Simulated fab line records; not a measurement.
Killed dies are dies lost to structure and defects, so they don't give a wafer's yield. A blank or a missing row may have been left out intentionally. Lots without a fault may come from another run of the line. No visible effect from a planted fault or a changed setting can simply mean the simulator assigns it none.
The tool behind it: which one?    flow berkeley-cmos170    14 lots with 42 wafers sampled at 3 steps, on a route of 331 steps

## WHAT THE GAUGES SHOWED, per wafer
UCB170_V1_CD_MEAS_90: target cd 700 nm.
lot   measured      on         cd-nm (nm)
L600  day 8 02:31   cd-sem-01  698.3 699.8 698.9
L602  day 8 21:05   cd-sem-01  701.2 699.0 700.8
L604  day 8 22:11   cd-sem-02  700.1 699.0 699.9
L601  day 8 23:26   cd-sem-02  697.0 699.4 700.0
L605  day 9 14:25   cd-sem-01  702.8 702.4 703.8
L606  day 9 22:37   cd-sem-01  698.4 700.0 699.8
L608  day 10 00:42  cd-sem-01  700.3 699.7 700.4
L607  day 10 00:51  cd-sem-01  702.1 701.2 702.5
L611  day 10 15:33  cd-sem-02  695.8 697.6 696.9
L610  day 10 15:30  cd-sem-01  699.5 698.9 699.3
L615  day 11 16:58  cd-sem-02  699.6 699.9 698.8
L617  day 12 11:10  cd-sem-01  698.9 699.6 699.5
L620  day 12 15:19  cd-sem-01  696.7 697.9 697.0
L621  day 13 04:59  cd-sem-02  699.1 698.8 699.2

## EACH LOT AND THE TOOL THAT RAN IT (in order: tool; ch and the chambers of the sampled wafers; start)
lot   UCB170_CONTACT_ETCH_18              UCB170_V1_ETCH_14
L600  rie-diel-04 ch 0,3, day 7 19:00     rie-diel-01 ch 0,3, day 8 02:13
L602  rie-diel-03 ch 0,1,3, day 8 12:00   rie-diel-02 ch 0,2,3, day 8 20:48
L604  rie-diel-02 ch 0,1,2, day 8 13:00   rie-diel-02 ch 0,2,3, day 8 21:41
L601  rie-diel-03 ch 0,1,2, day 8 17:00   rie-diel-01 ch 0,1,2, day 8 23:09
L605  rie-diel-02 ch 0,1,3, day 9 06:00   rie-diel-01 ch 0,1,3, day 9 14:08
L606  rie-diel-02 ch 0, day 9 16:00       rie-diel-02 ch 1,3, day 9 22:20
L608  rie-diel-03 ch 0,2, day 9 16:00     rie-diel-02 ch 0,1,3, day 10 00:25
L607  rie-diel-02 ch 0,3, day 9 17:00     rie-diel-03 ch 0,2,3, day 10 00:34
L611  rie-diel-03 ch 0,1, day 10 07:00    rie-diel-01 ch 1,3, day 10 15:16
L610  rie-diel-02 ch 2,3, day 10 08:00    rie-diel-02 ch 2,3, day 10 15:12
L615  rie-diel-03 ch 0,3, day 11 10:00    rie-diel-02 ch 0,1,2, day 11 16:38
L617  rie-diel-04 ch 1,2,3, day 12 04:00  rie-diel-01 ch 0,2,3, day 12 10:50
L620  rie-diel-03 ch 0,1,2, day 12 08:00  rie-diel-02 ch 1,2,3, day 12 15:02
L621  rie-diel-02 ch 0,1,3, day 12 22:00  rie-diel-01 ch 0,2,3, day 13 04:40
- UCB170_CONTACT_ETCH_18: etches PSG in CHF3/CF4/Ar, stops on TiSi2, target depth 840 nm, time 195 s.
- UCB170_V1_ETCH_14: etches SiO2 in CHF3/CF4/Ar, stops on Al, target depth 1250 nm, time 291 s.

## AS READ BY THE TOOLS THEMSELVES (means over the sampled wafers that have a number; for cases with no such wafer, the mark the record gives instead)
UCB170_CONTACT_ETCH_18.
lot   tool         cf4-flow-sccm (sccm)  drypump-motor-current-A (A)  oes-product-au (a.u.)  run-length-s (s)  throttle-valve-pct (%)
L600  rie-diel-04  15.02                 6.0                          0.890                  223.2             6.82
L602  rie-diel-03  14.99                 5.8                          0.890                  223.8             6.88
L604  rie-diel-02  14.99                 5.8                          0.891                  223.5             6.89
L601  rie-diel-03  14.99                 5.4                          0.883                  223.9             6.92
L605  rie-diel-02  15.00                 6.1                          0.893                  223.5             6.80
L606  rie-diel-02  14.99                 6.2                          0.900                  223.5             6.81
L608  rie-diel-03  15.04                 5.4                          0.875                  223.9             6.96
L607  rie-diel-02  14.95                 6.0                          0.896                  223.2             6.79
L611  rie-diel-03  15.01                 5.3                          0.878                  224.0             6.82
L610  rie-diel-02  15.00                 5.0                          0.885                  223.1             6.93
L615  rie-diel-03  14.98                 5.9                          0.907                  216.8             6.92
L617  rie-diel-04  15.00                 5.7                          0.898                  222.7             6.88
L620  rie-diel-03  14.99                 5.4                          0.927                  216.7             6.92
L621  rie-diel-02  15.03                 6.1                          0.883                  223.7             6.80

UCB170_V1_ETCH_14.
lot   tool         cf4-flow-sccm (sccm)  drypump-motor-current-A (A)  oes-product-au (a.u.)  run-length-s (s)  throttle-valve-pct (%)
L600  rie-diel-01  15.00                 5.9                          0.886                  319.2             6.82
L602  rie-diel-02  14.98                 5.5                          0.861                  319.4             6.90
L604  rie-diel-02  15.01                 5.5                          0.867                  319.7             6.89
L601  rie-diel-01  15.01                 5.6                          0.870                  319.4             6.87
L605  rie-diel-01  15.00                 5.3                          0.877                  319.1             6.94
L606  rie-diel-02  14.99                 6.2                          0.858                  319.3             6.84
L608  rie-diel-02  14.99                 6.1                          0.862                  319.7             6.83
L607  rie-diel-03  15.01                 5.9                          0.868                  320.0             7.01
L611  rie-diel-01  14.97                 4.8                          0.863                  319.1             7.07
L610  rie-diel-02  15.00                 5.4                          0.858                  319.2             6.88
L615  rie-diel-02  15.02                 5.8                          0.873                  319.5             6.90
L617  rie-diel-01  14.99                 5.6                          0.866                  319.0             6.89
L620  rie-diel-02  14.99                 5.6                          0.859                  319.4             6.90
L621  rie-diel-01  14.99                 5.6                          0.871                  319.1             6.88

## THE ANSWER, worked out from the rows above alone
Rule: the usual values come from the lots themselves. Put in order of their means at a reading, lots are off if they are a third of the lots or fewer, leave a main group of 4 or more, and stand apart from it by a gap of 3 or more times the standard deviation of the main group's means; of several such gaps the widest counts. The tables above print the reading to a certain number of digits; a main group whose means all agree to those digits is not used. A lot without any number at a reading at which 4 lots or more have one is off too. Any other lot the step has rows for is counted as sound. After the gauges, taken in route order, come the tools' own readings; for these a lot's mean is taken, as printed above. The first step at which some lot is off is used, and at that step the reading that is off furthest; a lot without a number counts as furthest.
Off at UCB170_CONTACT_ETCH_18 (run-length-s): L615, L620. The main group has a mean of 223.5 s with a standard deviation of 0.37.
A tool fits if, at that step or a process step before it, it ran every lot that is off, and no sound lot after the first of them. One candidate fits, namely rie-diel-03 at UCB170_CONTACT_ETCH_18. A fault onset in the window from L611 (day 10 07:00, its last sound lot) to L615 (day 11 10:00, its first lot off) fits.
On the lots that are off, the tool's own readings at UCB170_CONTACT_ETCH_18 differ by more than 5 times the standard deviation of the sound lots' means, which bears it out; run-length-s reads 216.8 s there versus 223.5 s on the sound lots.

## WHAT THE SIMULATOR PUT IN
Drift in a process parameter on rie-diel-03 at UCB170_CONTACT_ETCH_18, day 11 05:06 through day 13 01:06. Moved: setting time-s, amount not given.
Shown lots that were struck: L615, L620. Same finding as the rule above.
